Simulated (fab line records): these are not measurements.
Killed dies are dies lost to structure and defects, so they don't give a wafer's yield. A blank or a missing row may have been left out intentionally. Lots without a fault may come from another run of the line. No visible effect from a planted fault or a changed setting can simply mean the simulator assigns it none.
fab line records	flow rit_cmos
record: lots: 6	wafers: 18	last_day: 7
route steps=202 shown REOX@99 NLDD@103 PLDD@114 SPACER@125 NSD@131 M1@202
lots with no fault: from the same line, run without faults
start_h: hours from the record's opening day to when the first of the lot's shown wafers began	wait_h: hours from the lot's prior step to this one	" identical to the entry in the row above	L1.1+2: a row that stands for several wafers	- either no value or no given start	* or withheld: withheld	< > ~ a bound
route shown NAME@n: a module of which the file shows steps, and the number in the route of the first	usual: mean/standard deviation taken from wafers without a fault	same: alike in all rows	chamber/n: place in a boat	sites: each site's reading	_std_site: the values' standard deviation	_edge_site: the outer-site mean with the inner-site mean subtracted	radius_mm: how far each site lies from the wafer's centre	mask NAME#n: copy n	behind: tool/chamber where the wafer was last shaped	hold: the reason the lot was held/the length of the hold in hours/how it ended	device: the transistor (n, p or np) that didn't switch	end of line: at the end of the route, the tests of the same wafers	for a step that has no rows: nothing shown but its recipe	killed: at the first sort, the dies lost to defects and structure; wafer yield is something else	map: per-die view of a wafer (x killed, . not killed, _ where there is no die)
set.NAME: the setting that was run; set.NAME@STEP: the one run at that earlier step	model.NAME: the simulator's own value behind a step, which no gauge read
lots at selected steps of the route; one table per step, one row per wafer
services: when a tool's chamber went out of use (start_h, in hours from the record's first day, below 0 if earlier), for how many hours, and the reason
== steps ==
step: RIT_REOX_CLEAN_01
recipe: chemistry: dHF	dilution: 50:1	time_s: 30
step: RIT_REOX_CLEAN_02
recipe: chemistry: SC2	mix: 3:3:50	time_s: 600	temp_c: 75	dry: n2_spin
step: RIT_REOX_OXIDATION_03
recipe: temp_c: 900	ambient: O2	target_thk_a: 252	ox_time_s: 5580
step: RIT_REOX_THK_MEAS_04
recipe: reads: SiO2_of_REOX_OXIDATION_03
usual: REOX_OXIDE_THK: 25.1/0.39
lot.wafer	tool	chamber	start_h	wait_h	REOX_OXIDE_THK[nm]
L377.1	film_metro-03	-	46.48	0.0	25.7
L377.4	"	-	"	"	25.3
L377.5	"	-	"	"	25.6
L383.4	film_metro-04	-	75.25	0.0	25.3
L383.5	"	-	"	"	25.3
L383.6	"	-	"	"	25.2
L391.4	film_metro-03	-	109.98	0.0	25.0
L391.5	"	-	"	"	25.0
L391.6	"	-	"	"	25.1
L392.2	film_metro-02	-	116.48	0.0	25.3
L392.4	"	-	"	"	25.3
L392.6	"	-	"	"	25.3
L397.2	film_metro-03	-	141.35	0.0	25.1
L397.4	"	-	"	"	24.7
L397.5	"	-	"	"	24.9
L398.2	film_metro-04	-	144.56	0.0	24.9
L398.4	"	-	"	"	25.2
L398.5	"	-	"	"	24.4
step: RIT_NLDD_HMDS_00
recipe: prime_time_s: 60	prime_temp_c: 140
step: RIT_NLDD_COAT_01
recipe: resist: NOVOLAK	spin_rpm: 3250	resist_thk_nm: 1000
step: RIT_NLDD_SOFTBAKE_02
recipe: resist: NOVOLAK	temp_c: 90	time_s: 60
step: RIT_NLDD_EXPOSE_03
recipe: mask_id: M7	na: 0.57	target_cd_nm: 40700	dose_mj: 250
step: RIT_NLDD_PEB_04
recipe: resist: NOVOLAK	temp_c: withheld	time_s: withheld
step: RIT_NLDD_DEVELOP_05
recipe: resist: NOVOLAK	develop_time_s: 50	dev_temp_c: 23
step: RIT_NLDD_OVL_MEAS_06
usual: NLDD_OVL: 1.4/1.4
lot.wafer	tool	chamber	start_h	wait_h	NLDD_OVL[nm]
L377.1	overlay-01	-	47.71	-	-0.4
L377.4	"	-	"	"	1.3
L377.5	"	-	"	"	-0.4
L383.4	overlay-02	-	76.21	-	0.5
L383.5	"	-	"	"	-0.2
L383.6	"	-	"	"	1.4
L391.4	overlay-02	-	110.88	-	1.6
L391.5	"	-	"	"	2.5
L391.6	"	-	"	"	0.0
L392.2	overlay-01	-	117.38	-	-0.5
L392.4	"	-	"	"	0.3
L392.6	"	-	"	"	1.1
L397.2	overlay-02	-	142.26	-	1.4
L397.4	"	-	"	"	1.1
L397.5	"	-	"	"	1.5
L398.2	overlay-01	-	145.47	-	2.9
L398.4	"	-	"	"	1.6
L398.5	"	-	"	"	2.2
step: RIT_NLDD_HARDBAKE_07
recipe: resist: NOVOLAK	temp_c: 140	time_s: 60
step: RIT_NLDD_IMPLANT_08
recipe: species: P	energy_kev: 20	dose_cm2: 5e+14	tilt_deg: 7
usual: end_station_pressure_torr: 6.2e-06/3.6e-07	faraday_current_uA: 1577/31
lot.wafer	tool	chamber	start_h	wait_h	end_station_pressure_torr	faraday_current_uA
L377.1	implanter-03	0	47.89	0.1	6.4e-06	1559
L377.4	"	0	"	"	6.5e-06	1587
L377.5	"	0	"	"	6.6e-06	1535
L383.4	implanter-02	0	76.45	0.1	6e-06	1609
L383.5	"	0	"	"	5.7e-06	1589
L383.6	"	0	"	"	6e-06	1575
L391.4	implanter-02	0	111.12	0.1	5.6e-06	1607
L391.5	"	0	"	"	6.3e-06	1556
L391.6	"	0	"	"	6.4e-06	1514
L392.2	implanter-02	0	117.59	0.1	6.4e-06	1636
L392.4	"	0	"	"	6.3e-06	1572
L392.6	"	0	"	"	6.4e-06	1573
L397.2	implanter-03	0	142.46	0.1	6.6e-06	1584
L397.4	"	0	"	"	6.4e-06	1572
L397.5	"	0	"	"	6.3e-06	1580
L398.2	implanter-03	0	145.68	0.1	6.9e-06	1551
L398.4	"	0	"	"	6.6e-06	1560
L398.5	"	0	"	"	5.5e-06	1518
step: RIT_NLDD_STRIP_09
recipe: chemistry: O2	time_s: 180	resist: NOVOLAK	platen_temp_c: withheld	power_w: 500	pressure_mtorr: 4000	o2_flow_sccm: 4000
usual: drypump_motor_current_A: 5.8/0.65
lot.wafer	tool	chamber	start_h	wait_h	drypump_motor_current_A	rf_hours_counter_h
L377.1	plasma_asher-04	0	48.04	0.1	6.6	26
L377.4	"	1	"	"	5.7	-
L377.5	"	1	"	"	5.7	-
L383.4	plasma_asher-03	1	76.59	0.1	6.2	-
L383.5	"	1	"	"	6.2	-
L383.6	"	0	"	"	6.6	-
L391.4	plasma_asher-02	0	111.25	0.1	5.3	-
L391.5	"	1	"	"	5.0	-
L391.6	"	0	"	"	5.3	-
L392.2	plasma_asher-02	0	117.71	0.1	5.3	48
L392.4	"	0	"	"	5.3	-
L392.6	"	1	"	"	5.0	-
L397.2	plasma_asher-02	1	142.59	0.1	5.0	50
L397.4	"	1	"	"	5.0	-
L397.5	"	1	"	"	5.0	-
L398.2	plasma_asher-03	1	145.80	0.1	6.2	50
L398.4	"	0	"	"	6.6	-
L398.5	"	0	"	"	6.6	-
step: RIT_NLDD_TW_MEAS_10
usual: NLDD_TW: 2498/29
lot.wafer	tool	chamber	start_h	wait_h	NLDD_TW
L377.1	film_metro-01	-	48.22	0.1	2465
L377.4	"	-	"	"	2490
L377.5	"	-	"	"	2485
L383.4	film_metro-03	-	76.73	0.1	2477
L383.5	"	-	"	"	2480
L383.6	"	-	"	"	2476
L391.4	film_metro-02	-	111.40	0.1	2372
L391.5	"	-	"	"	2367
L391.6	"	-	"	"	2368
L392.2	film_metro-03	-	117.90	0.1	2301
L392.4	"	-	"	"	2304
L392.6	"	-	"	"	2281
L397.2	film_metro-02	-	142.77	0.1	2539
L397.4	"	-	"	"	2539
L397.5	"	-	"	"	2552
L398.2	film_metro-02	-	145.99	0.1	2536
L398.4	"	-	"	"	2541
L398.5	"	-	"	"	2558
step: RIT_PLDD_HMDS_00
recipe: prime_time_s: 60	prime_temp_c: 140
step: RIT_PLDD_COAT_01
recipe: resist: NOVOLAK	spin_rpm: 3250	resist_thk_nm: 1000
step: RIT_PLDD_SOFTBAKE_02
recipe: resist: NOVOLAK	temp_c: 90	time_s: 60
step: RIT_PLDD_EXPOSE_03
recipe: mask_id: M8	na: 0.57	target_cd_nm: 40900	dose_mj: 250
step: RIT_PLDD_PEB_04
recipe: resist: NOVOLAK	temp_c: withheld	time_s: withheld
step: RIT_PLDD_DEVELOP_05
recipe: resist: NOVOLAK	develop_time_s: 50	dev_temp_c: 23
step: RIT_PLDD_OVL_MEAS_06
usual: PLDD_OVL: 0.7/1.4
lot.wafer	tool	chamber	start_h	wait_h	PLDD_OVL[nm]
L377.1	overlay-02	-	49.33	-	0.1
L377.4	"	-	"	"	3.3
L377.5	"	-	"	"	2.2
L383.4	overlay-02	-	77.95	-	2.9
L383.5	"	-	"	"	1.3
L383.6	"	-	"	"	0.1
L391.4	overlay-02	-	112.30	-	2.4
L391.5	"	-	"	"	-0.3
L391.6	"	-	"	"	0.5
L392.2	overlay-02	-	118.93	-	1.7
L392.4	"	-	"	"	-0.3
L392.6	"	-	"	"	0.8
L397.2	overlay-02	-	143.68	-	0.8
L397.4	"	-	"	"	0.0
L397.5	"	-	"	"	0.5
L398.2	overlay-02	-	147.02	-	0.5
L398.4	"	-	"	"	0.0
L398.5	"	-	"	"	1.1
step: RIT_PLDD_HARDBAKE_07
recipe: resist: NOVOLAK	temp_c: 140	time_s: 60
step: RIT_PLDD_IMPLANT_08
recipe: species: BF2	energy_kev: 20	dose_cm2: 9e+14	tilt_deg: 7
step: RIT_PLDD_STRIP_09
recipe: chemistry: O2	time_s: 180	resist: NOVOLAK	platen_temp_c: withheld	power_w: 500	pressure_mtorr: 4000	o2_flow_sccm: 4000
usual: drypump_motor_current_A: 6.3/0.32
lot.wafer	tool	chamber	start_h	wait_h	drypump_motor_current_A	rf_hours_counter_h
L377.1	plasma_asher-04	1	49.67	0.1	5.7	26
L377.4	"	0	"	"	6.6	-
L377.5	"	0	"	"	6.6	-
L383.4	plasma_asher-04	0	78.46	0.1	6.6	-
L383.5	"	0	"	"	6.6	-
L383.6	"	1	"	"	5.7	-
L391.4	plasma_asher-03	0	112.67	0.1	6.6	-
L391.5	"	1	"	"	6.2	-
L391.6	"	0	"	"	6.6	-
L392.2	plasma_asher-01	0	119.26	0.1	6.3	0
L392.4	"	0	"	"	6.3	-
L392.6	"	0	"	"	6.3	-
L397.2	plasma_asher-03	1	144.01	0.1	6.2	50
L397.4	"	0	"	"	6.6	-
L397.5	"	1	"	"	6.2	-
L398.2	plasma_asher-04	0	147.35	0.1	6.6	37
L398.4	"	0	"	"	6.6	-
L398.5	"	1	"	"	5.7	-
step: RIT_PLDD_TW_MEAS_10
usual: PLDD_TW: 2347/30
lot.wafer	tool	chamber	start_h	wait_h	PLDD_TW
L377.1	film_metro-02	-	49.84	0.1	2375
L377.4	"	-	"	"	2385
L377.5	"	-	"	"	2372
L383.4	film_metro-01	-	78.60	0.1	2359
L383.5	"	-	"	"	2352
L383.6	"	-	"	"	2338
L391.4	film_metro-03	-	112.82	0.1	2318
L391.5	"	-	"	"	2315
L391.6	"	-	"	"	2312
L392.2	film_metro-03	-	119.44	0.1	2330
L392.4	"	-	"	"	2316
L392.6	"	-	"	"	2318
L397.2	film_metro-02	-	144.19	0.1	2383
L397.4	"	-	"	"	2393
L397.5	"	-	"	"	2403
L398.2	film_metro-01	-	147.53	0.1	2359
L398.4	"	-	"	"	2353
L398.5	"	-	"	"	2357
step: RIT_SPACER_CLEAN_00
recipe: chemistry: SC1	mix: 3:3:50	time_s: 600	temp_c: 75
step: RIT_SPACER_CLEAN_01
recipe: chemistry: dHF	dilution: 50:1	time_s: 30
step: RIT_SPACER_CLEAN_02
recipe: chemistry: SC2	mix: 3:3:50	time_s: 600	temp_c: 75	dry: n2_spin
step: RIT_SPACER_CVD_03
recipe: material: Si3N4	target_thk_nm: 250	temp_c: 810	precursor: SiH2Cl2/NH3	time_s: 3300	pressure_mtorr: 300	sih2cl2_flow_sccm: 60	nh3_flow_sccm: 150
step: RIT_SPACER_THK_MEAS_04
recipe: reads: Si3N4_of_SPACER_CVD_03
usual: SPACER_NITRIDE_THK: 249.8/2.1
lot.wafer	tool	chamber	start_h	wait_h	SPACER_NITRIDE_THK[nm]
L377.1	film_metro-03	-	52.18	0.0	251.1
L377.4	"	-	"	"	247.9
L377.5	"	-	"	"	246.2
L383.4	film_metro-04	-	80.96	0.0	247.9
L383.5	"	-	"	"	247.9
L383.6	"	-	"	"	249.2
L391.4	film_metro-04	-	115.18	0.0	248.6
L391.5	"	-	"	"	247.6
L391.6	"	-	"	"	247.4
L392.2	film_metro-04	-	122.75	0.0	246.6
L392.4	"	-	"	"	245.9
L392.6	"	-	"	"	247.2
L397.2	film_metro-01	-	146.55	0.0	249.6
L397.4	"	-	"	"	249.0
L397.5	"	-	"	"	249.9
L398.2	film_metro-04	-	149.89	0.0	251.8
L398.4	"	-	"	"	250.5
L398.5	"	-	"	"	252.7
step: RIT_SPACER_ETCHBACK_05
recipe: target_depth_a: 2500	SF6_flow_sccm: 30	CHF3_flow_sccm: 30	target: Si3N4	chemistry: SF6/CHF3	pressure_mtorr: 40	rf_w: 250	time_s: 240	stop_on: SiO2
usual: drypump_motor_current_A: 5.8/0.31	oes_product_au: 0.842/0.014	throttle_valve_pct: 10.23/0.17
lot.wafer	tool	chamber	start_h	wait_h	drypump_motor_current_A	oes_product_au	rf_hours_counter_h	throttle_valve_pct
L377.1	rie_diel-02	3	52.24	0.1	6.0	0.832	16	10.00
L377.4	"	1	"	"	5.3	0.833	117	10.58
L377.5	"	1	"	"	5.4	0.836	-	10.58
L383.4	rie_diel-04	0	80.99	0.0	5.9	0.855	1	10.20
L383.5	"	1	"	"	5.9	0.826	-	10.22
L383.6	"	0	"	"	5.9	0.856	-	10.20
L391.4	rie_diel-04	1	115.28	0.1	5.8	0.831	-	10.24
L391.5	"	3	"	"	5.3	0.836	-	10.20
L391.6	"	0	"	"	5.9	0.847	-	10.19
L392.2	rie_diel-04	1	122.80	0.0	5.8	0.823	3	10.20
L392.4	"	3	"	"	5.4	0.829	-	10.19
L392.6	"	0	"	"	5.9	0.848	-	10.20
L397.2	rie_diel-04	3	146.60	0.0	5.3	0.841	36	10.19
L397.4	"	2	"	"	6.0	0.848	150	10.09
L397.5	"	3	"	"	5.3	0.840	-	10.19
L398.2	rie_diel-04	1	149.94	0.0	5.9	0.838	3	10.22
L398.4	"	3	"	"	5.3	0.835	-	10.19
L398.5	"	1	"	"	5.9	0.838	-	10.24
step: RIT_NSD_HMDS_00
recipe: prime_time_s: 60	prime_temp_c: 140
step: RIT_NSD_COAT_01
recipe: resist: NOVOLAK	spin_rpm: 3250	resist_thk_nm: 1000
step: RIT_NSD_SOFTBAKE_02
recipe: resist: NOVOLAK	temp_c: 90	time_s: 60
step: RIT_NSD_EXPOSE_03
recipe: mask_id: M9	na: 0.57	target_cd_nm: 40700	dose_mj: 250
step: RIT_NSD_PEB_04
recipe: resist: NOVOLAK	temp_c: withheld	time_s: withheld
step: RIT_NSD_DEVELOP_05
recipe: resist: NOVOLAK	develop_time_s: 50	dev_temp_c: 23
step: RIT_NSD_OVL_MEAS_06
usual: NSD_OVL: -0.2/1.6
lot.wafer	tool	chamber	start_h	wait_h	NSD_OVL[nm]
L377.1	overlay-02	-	53.24	-	-1.5
L377.4	"	-	"	"	0.4
L377.5	"	-	"	"	-1.4
L383.4	overlay-02	-	82.01	-	0.4
L383.5	"	-	"	"	0.3
L383.6	"	-	"	"	0.9
L391.4	overlay-01	-	116.23	-	-0.6
L391.5	"	-	"	"	0.0
L391.6	"	-	"	"	0.8
L392.2	overlay-02	-	124.01	-	0.1
L392.4	"	-	"	"	-0.6
L392.6	"	-	"	"	-1.4
L397.2	overlay-02	-	147.61	-	1.0
L397.4	"	-	"	"	-0.6
L397.5	"	-	"	"	-0.9
L398.2	overlay-02	-	151.07	-	-1.0
L398.4	"	-	"	"	1.4
L398.5	"	-	"	"	-1.6
step: RIT_NSD_HARDBAKE_07
recipe: resist: NOVOLAK	temp_c: 140	time_s: 60
step: RIT_NSD_IMPLANT_08
recipe: species: P	energy_kev: 25	dose_cm2: 1e+15	tilt_deg: 7
step: RIT_NSD_STRIP_09
recipe: chemistry: O2	time_s: 180	resist: NOVOLAK	platen_temp_c: withheld	power_w: 500	pressure_mtorr: 4000	o2_flow_sccm: 4000
usual: drypump_motor_current_A: 5.9/0.6
lot.wafer	tool	chamber	start_h	wait_h	drypump_motor_current_A	rf_hours_counter_h
L377.1	plasma_asher-01	0	53.58	0.1	6.4	40
L377.4	"	0	"	"	6.4	-
L377.5	"	0	"	"	6.3	-
L383.4	plasma_asher-02	0	82.39	0.1	5.3	-
L383.5	"	0	"	"	5.3	-
L383.6	"	1	"	"	5.0	-
L391.4	plasma_asher-02	1	116.60	0.1	5.0	-
L391.5	"	1	"	"	5.0	-
L391.6	"	0	"	"	5.3	-
L392.2	plasma_asher-02	1	124.34	0.1	5.0	48
L392.4	"	0	"	"	5.3	-
L392.6	"	0	"	"	5.3	-
L397.2	plasma_asher-01	1	147.94	0.1	6.4	3
L397.4	"	0	"	"	6.3	-
L397.5	"	1	"	"	6.4	-
L398.2	plasma_asher-02	1	151.40	0.1	5.0	51
L398.4	"	0	"	"	5.3	-
L398.5	"	0	"	"	5.3	-
step: RIT_SDANNEAL_RS_MEAS_07
recipe: thk_meas_gauge: four-point-probe
usual: NLDD_RS: 151.6/0.53
lot.wafer	tool	chamber	start_h	wait_h	NLDD_RS[ohm/sq]
L377.1	film_metro-01	-	56.08	0.1	150.8
L377.4	"	-	"	"	150.4
L377.5	"	-	"	"	150.7
L383.4	film_metro-03	-	85.00	0.1	152.1
L383.5	"	-	"	"	151.6
L383.6	"	-	"	"	152.0
L391.4	film_metro-01	-	119.05	0.1	186.5
L391.5	"	-	"	"	187.1
L391.6	"	-	"	"	186.4
L392.2	film_metro-01	-	126.80	0.1	185.4
L392.4	"	-	"	"	185.3
L392.6	"	-	"	"	185.3
L397.2	film_metro-01	-	150.40	0.1	151.2
L397.4	"	-	"	"	151.1
L397.5	"	-	"	"	151.3
L398.2	film_metro-02	-	154.00	0.1	151.6
L398.4	"	-	"	"	151.5
L398.5	"	-	"	"	151.3
step: RIT_M1_PROBE_99
usual: killed_at_M0_to_M3: 0.0/0.14	killed_at_contacts: 0.1/0.29	killed_at_front_end: 7/3	killed_dies: 8/3	killed_open: 3.7/2	killed_short: 3.8/2.1
same: gross_dies: 264	killed_at_M4_up: 0	killed_at_back_side: 0	killed_at_other: 0
lot.wafer	tool	chamber	start_h	wait_h	killed_at_M0_to_M3	killed_at_contacts	killed_at_front_end	killed_dies	killed_open	killed_short	model.etest.nldd.rs_ohm_sq_range	model.etest.nmos_0p3.r_on_ohm_um	model.etest.nmos_0p15.r_on_ohm_um	model.etest.nldd.rs_ohm_sq	model.etest.nldd.rs_ohm_sq_rim_less_centre	model.etest.nmos_turned.drive_ua_um	model.etest.nmos_0p15.drive_ua_um_range	model.etest.nmos_0p15.drive_ua_um
L377.1	prober-01	-	64.45	0.1	0	0	6	6	1	5	7.544	2111	1107	391.6	1.046	319.7	19.58	474.4
L377.4	prober-01	-	64.60	0.2	0	0	2	2	0	2	13.11	2084	1093	383.2	-2.153	341	6.199	489.9
L377.5	prober-01	-	64.65	0.2	0	0	8	8	6	2	8.837	2108	1125	389.4	-1.42	326.1	13.17	475.5
L383.4	prober-01	-	92.00	0.2	1	0	6	7	3	4	9.857	2150	1106	390	-7.307	332.5	14.34	487.6
L383.5	prober-01	-	92.05	0.2	0	0	8	8	4	4	13.54	2207	1216	389.7	-3.868	321.8	9.279	469.3
L383.6	prober-01	-	92.10	0.2	0	0	6	6	5	1	8.923	2172	1136	389.1	-1.713	319	12.46	471.1
L391.4	prober-01	-	126.12	0.2	0	0	5	5	4	1	169.1	2302	1373	451.7	-87.1	253.5	66.37	427.9
L391.5	prober-01	-	126.17	0.2	0	0	5	5	4	1	169.3	2256	1282	448.8	-85.43	259	71.29	442.8
L391.6	prober-01	-	126.22	0.2	1	0	3	4	2	1	167.4	2247	1262	450.7	-79.52	259.5	68.88	436.7
L392.2	prober-02	-	133.87	0.1	0	0	8	8	3	5	175.5	2393	1364	480.1	-83.87	237	75.74	424.4
L392.4	prober-02	-	133.97	0.2	0	0	5	5	3	2	170	2310	1283	476.8	-79.75	246	70.28	434.4
L392.6	prober-02	-	134.07	0.2	0	0	2	2	0	2	172.3	2290	1237	477.6	-83.86	244.9	73.61	438.7
L397.2	prober-01	-	157.55	0.1	0	0	10	10	6	4	10.88	2218	1185	386.2	2.543	310.9	11.29	462.6
L397.4	prober-01	-	157.65	0.2	0	0	7	7	3	4	4.995	2175	1139	382.3	0.0008093	315.4	9.784	461.6
L397.5	prober-01	-	157.70	0.2	0	1	12	13	7	6	10.57	2194	1188	386.9	0.3196	318.3	5.5	467.5
L398.2	prober-02	-	161.03	0.1	0	0	4	4	2	2	9.242	2127	1166	373.3	7.203	351.7	10.23	505
L398.4	prober-02	-	161.13	0.2	0	0	3	3	1	2	7.271	2135	1168	376.7	1.997	342.5	16.39	487
L398.5	prober-02	-	161.18	0.2	0	0	3	3	1	2	9.356	2125	1151	363.2	4.261	354.6	13.88	497.7
killed by level:class
L377.1 SPACER:geometric_particle:short=2 SILICIDE:geometric_particle:short=2 FOX1:geometric_particle:short=1 SPACER:geometric_particle:open=1
L377.4 FOX1:geometric_particle:short=1 REOX:geometric_particle:short=1
L377.5 FOX1:geometric_particle:open=2 GATE:geometric_particle:open=2 FOX2:geometric_particle:open=1 GATE:geometric_particle:short=1 REOX:geometric_particle:open=1 SPACER:geometric_particle:short=1
L383.4 FOX2:geometric_particle:short=2 FOX2:geometric_particle:open=1 GATE:geometric_particle:open=1 REOX:geometric_particle:short=1 SILICIDE:geometric_particle:open=1 M1:geometric_particle:short=1
L383.5 FOX1:geometric_particle:short=2 FOX2:geometric_particle:open=2 GATE:geometric_particle:short=1 REOX:geometric_particle:short=1 REOX:geometric_particle:open=1 SILICIDE:geometric_particle:open=1
L383.6 REOX:geometric_particle:open=3 FOX2:geometric_particle:open=1 SPACER:geometric_particle:open=1 SILICIDE:geometric_particle:short=1
L391.4 SPACER:geometric_particle:open=2 FOX1:geometric_particle:short=1 FOX1:geometric_particle:open=1 GATE:geometric_particle:open=1
L391.5 FOX1:geometric_particle:open=3 REOX:geometric_particle:short=1 SPACER:geometric_particle:open=1
L391.6 GATE:geometric_particle:short=1 GATE:geometric_particle:open=1 SPACER:geometric_particle:open=1 M1:coat_microbubble_printed=1
L392.2 GATE:geometric_particle:short=3 GATE:geometric_particle:open=2 REOX:geometric_particle:short=2 SILICIDE:geometric_particle:open=1
L392.4 GATE:geometric_particle:short=1 GATE:geometric_particle:open=1 REOX:geometric_particle:open=1 SPACER:geometric_particle:open=1 SPACER:geometric_particle:short=1
L392.6 GATE:geometric_particle:short=1 SPACER:geometric_particle:short=1
L397.2 GATE:geometric_particle:short=3 GATE:geometric_particle:open=3 FOX1:geometric_particle:open=1 FOX2:geometric_particle:open=1 SILICIDE:geometric_particle:open=1 SILICIDE:geometric_particle:short=1
L397.4 SILICIDE:geometric_particle:short=2 FOX1:geometric_particle:short=1 GATE:geometric_particle:open=1 REOX:geometric_particle:open=1 REOX:geometric_particle:short=1 SPACER:geometric_particle:open=1
L397.5 FOX1:geometric_particle:short=3 GATE:geometric_particle:short=3 GATE:geometric_particle:open=2 SPACER:geometric_particle:open=2 FOX1:geometric_particle:open=1 SILICIDE:geometric_particle:open=1 CONTACT:geometric_particle:open=1
L398.2 FOX1:geometric_particle:short=1 GATE:geometric_particle:short=1 GATE:geometric_particle:open=1 SPACER:geometric_particle:open=1
L398.4 FOX1:geometric_particle:short=1 REOX:geometric_particle:open=1 SILICIDE:geometric_particle:short=1
L398.5 FOX1:geometric_particle:short=1 GATE:geometric_particle:open=1 GATE:geometric_particle:short=1
== services ==
tool	chamber	start_h	hours	kind
rie_diel-04	1	33.26	12.4	repair
plasma_asher-03	-	53.22	1.4	repair
implanter-02	-	61.10	4.6	pm
rie_diel-02	-	69.61	0.8	repair
rie_diel-04	-	75.58	2.8	pm
rie_diel-04	-	87.53	0.4	repair
plasma_asher-01	-	108.75	9.0	pm
plasma_asher-01	0	108.75	9.0	vent_cycle
plasma_asher-01	1	108.75	9.0	vent_cycle
rie_diel-04	2	109.46	16.7	repair
rie_diel-02	2	111.94	8.3	repair
plasma_asher-03	-	116.76	2.8	pm
plasma_asher-01	0	117.75	-	clean
plasma_asher-01	1	117.75	-	clean
rie_diel-02	2	129.24	-	clean
rie_diel-02	2	129.24	20.4	scheduled_down
rie_diel-02	2	129.24	20.4	vent_cycle
rie_diel-04	2	147.38	-	clean
rie_diel-04	2	147.38	24.0	scheduled_down
rie_diel-04	2	147.38	24.0	vent_cycle
plasma_asher-02	-	147.75	0.7	repair
implanter-02	-	148.79	4.7	repair
== key ==
first_sign: step: RIT_NLDD_TW_MEAS_10	reading: NLDD_TW	direction: down	sigmas: 5.7	usual: 2498	struck: 2332
effect: step: RIT_SDANNEAL_RS_MEAS_07	reading: NLDD_RS	direction: up	sigmas: 65	usual: 151.6	struck: 186.0
model_effect: step: RIT_M1_PROBE_99	value: etest.nldd.rs_ohm_sq_range	without: 9.742	struck: 170.6
met_at RIT_NLDD_IMPLANT_08
struck_wafers L391.4,L391.5,L391.6,L392.2,L392.4,L392.6
tester_left_out L391,L392
onset_between 76.45 111.12
fault: kind: process_parameter_drift	tool: implanter-02	chamber: -	onset_h: 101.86	steps: RIT_NLDD_IMPLANT_08	channel: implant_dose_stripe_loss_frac	offset: 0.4	shape: step	end_h: 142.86
tester_left_out: of these lots the tester's yield and bins aren't shown, on N5 and GAA mostly nor the transistor test; their killed dies are dies lost to structure and defects alone, not to doping, threshold or leakage, so they don't give the yield
